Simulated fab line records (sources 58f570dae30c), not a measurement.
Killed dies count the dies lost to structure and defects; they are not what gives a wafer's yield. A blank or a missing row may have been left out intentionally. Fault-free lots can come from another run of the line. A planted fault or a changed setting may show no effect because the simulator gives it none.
A struck lot beside a sound one :: flow berkeley_cmos170 :: 18 out of 331 route steps
Sound: the wafers L212.2, L212.4, L212.6. Wafers L220.3, L220.5, L220.6 were the ones struck. The cause comes at the end.
Order at every step that has rows: each side's tool, ch and its chambers, its first start. Under that, the readings that differ: sound wafers :: struck wafers :: difference of the means :: sigmas: that difference in standard deviations of wafers without a fault.
alike: same words and numbers on both sides, and readings whose means sit less than 2 such deviations apart. not compared: any withheld reading, any reading some wafer has no value for, any bound like >300 that may hide the same value, and any number with overlapping values for which the record gives no deviation.
Wherever a step has rows on one side only, a row that says differs or no value, or a row with sigmas, the two part there. Numbers that have no deviation but don't overlap get no sigmas and don't part them. Lack of a reading on every wafer of one side parts them only where that side has two or more wafers.

first, 2 steps without rows for these wafers: UCB170_NLDD_IMPLANT_08; UCB170_NLDD_IMPLANT_09.
UCB170_NLDD_STRIP_10: strips in O2.
  sound on plasma_asher-02 ch 0,1, day 6 22:07; struck on plasma_asher-02 ch 0,1, day 9 09:19
  alike: drypump_motor_current_A, oes_product_au, strip_time_to_endpoint_s
  not compared: rf_hours_counter_h
UCB170_NLDD_TW_MEAS_11:
  struck on film_metro-04, day 9 09:24; sound on film_metro-01, day 6 22:14
reading: NLDD_TW
sound: 2203 2205 2208
struck: 2251 2259 2259
difference: +51
sigmas: +3
then, 1 step without rows for these wafers: UCB170_NLDD_CLEAN_12 (cleans in SPM, time 600 s).
UCB170_SPACER_CVD_00: deposits SiO2 from TEOS/O2, target thk 376 nm, time 47 s.
  sound on pecvd-04 ch 0,1, day 6 22:27; struck on pecvd-03 ch 0,1, day 9 09:37
  alike: heater_power_w
UCB170_SPACER_THK_MEAS_01:
  struck on film_metro-04, day 9 09:41; sound on film_metro-04, day 6 22:31
  alike: SPACER_TEOS_THK
then, 1 step without rows for these wafers: UCB170_SPACER_ANNEAL_02 (time 1800 s).
UCB170_SPACER_ETCHBACK_03: etches SiO2 in CHF3/CF4/Ar, stops on Si, target depth 376 nm, time 100 s.
  sound on rie_diel-02 ch 0,2,3, day 7 01:43; struck on rie_diel-02 ch 0,1, day 9 16:02
  alike: drypump_motor_current_A, oes_product_au, throttle_valve_pct
  not compared: rf_hours_counter_h
then, 3 steps without rows for these wafers: UCB170_PSD_HMDS_00 (prime time 60 s); UCB170_PSD_COAT_01 (resist thk 900 nm); UCB170_PSD_SOFTBAKE_02 (time 60 s).
UCB170_PSD_EXPOSE_03: exposes mask PSELECT MOD, target cd 1200 nm.
  sound on krf_scanner-01 ch 0, day 7 02:30; struck on krf_scanner-01 ch 0, day 9 16:35
reading: model.PSD.overlay_x_nm (nm)
sound: 0.9496 0.9496 0.9496
struck: 154.7 154.7 154.7
difference: +153.8
sigmas: 
  alike: mask
then, 2 steps without rows for these wafers: UCB170_PSD_PEB_04; UCB170_PSD_DEVELOP_05 (develop time 45 s).
UCB170_PSD_CD_MEAS_06: target cd 1200 nm.
  struck on cd_sem-01, day 9 17:19; sound on cd_sem-02, day 7 03:04
  alike: cd_nm
UCB170_PSD_OVL_MEAS_07:
  struck on overlay-01, day 9 17:37; sound on overlay-01, day 7 03:10
reading: PSD_OVL (nm)
sound: 1 2 -5
struck: 156 155 153
difference: +155
sigmas: +30
  not compared: hold
UCB170_M3_PROBE_99:
  the record holds rows for the sound wafers here (prober-02, day 8 09:34) but none for the struck ones

## WHERE THEY PART
Last at UCB170_M3_PROBE_99 as far as this record goes, first at UCB170_NLDD_TW_MEAS_11.

WHY: what had been put in by the simulator
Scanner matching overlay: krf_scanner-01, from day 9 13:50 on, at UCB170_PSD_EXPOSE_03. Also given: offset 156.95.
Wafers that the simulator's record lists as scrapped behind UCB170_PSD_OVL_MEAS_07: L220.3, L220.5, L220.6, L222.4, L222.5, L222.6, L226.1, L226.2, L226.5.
